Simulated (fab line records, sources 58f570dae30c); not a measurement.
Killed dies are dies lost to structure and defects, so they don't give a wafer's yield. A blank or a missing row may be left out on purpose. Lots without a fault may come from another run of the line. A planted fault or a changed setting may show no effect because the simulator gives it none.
Which tool did it? | flow berkeley_cmos170 | 7 lots, 21 wafers sampled, at 3 steps of a route of 331

WHAT THE GAUGES READ, wafer by wafer
UCB170_PSD_TW_MEAS_10.
lot  | measured     | on            | PSD_TW
L704 | day 8 16:27  | film_metro-01 | 2323 2323 2327
L706 | day 8 23:44  | film_metro-03 | 2290 2287 2289
L707 | day 9 10:34  | film_metro-01 | 2306 2304 2313
L709 | day 9 14:58  | film_metro-03 | 2290 2306 2309
L713 | day 10 14:15 | film_metro-02 | 2338 2352 2342
L716 | day 11 01:10 | film_metro-01 | 2467 2447 2446
L722 | day 12 09:35 | film_metro-02 | 2331 2352 2347

WHICH TOOL RAN EACH LOT (tool, then ch and the chambers of the sampled wafers, then the start)
lot  | UCB170_PSD_IMPLANT_08           | UCB170_PSD_STRIP_09
L704 | implanter-03 ch 0, day 8 16:12  | plasma_asher-04 ch 0,1, day 8 16:21
L706 | implanter-03 ch 0, day 8 23:32  | plasma_asher-04 ch 0,1, day 8 23:38
L707 | implanter-02 ch 0, day 9 10:19  | plasma_asher-04 ch 1, day 9 10:27
L709 | implanter-02 ch 0, day 9 14:43  | plasma_asher-02 ch 0,1, day 9 14:52
L713 | implanter-03 ch 0, day 10 14:00 | plasma_asher-04 ch 0,1, day 10 14:09
L716 | implanter-03 ch 0, day 11 00:55 | plasma_asher-03 ch 0,1, day 11 01:04
L722 | implanter-02 ch 0, day 12 09:20 | plasma_asher-02 ch 0,1, day 12 09:29
- UCB170_PSD_IMPLANT_08
- UCB170_PSD_STRIP_09: strips in O2.

THE ANSWER, worked out from the rows above alone
Rule: what is usual is taken from the lots themselves. Put in order of their means at a reading, lots are off if they are a third of the lots or fewer, leave a main group of 4 or more, and stand apart from it by a gap of 3 or more times the standard deviation of the main group's means; of several such gaps the widest counts. A main group whose means are all the same, to the digits that the tables above print for the reading, isn't used. A lot without any number at a reading at which 4 lots or more have one is off too. The other lots that the step has rows for count as sound.
Off: L716, at UCB170_PSD_TW_MEAS_10 (PSD_TW). The main group: mean 2318, standard deviation 21.
A tool fits if, at a process step before that reading, it ran every lot that is off, and no sound lot after the first of them. The gauges at UCB170_PSD_TW_MEAS_10 are tried like those tools. Can't be told from this: 3 tools fit, implanter-03 at UCB170_PSD_IMPLANT_08, plasma_asher-03 at UCB170_PSD_STRIP_09, film_metro-01 at UCB170_PSD_TW_MEAS_10.

WHAT THE SIMULATOR HAD PUT IN
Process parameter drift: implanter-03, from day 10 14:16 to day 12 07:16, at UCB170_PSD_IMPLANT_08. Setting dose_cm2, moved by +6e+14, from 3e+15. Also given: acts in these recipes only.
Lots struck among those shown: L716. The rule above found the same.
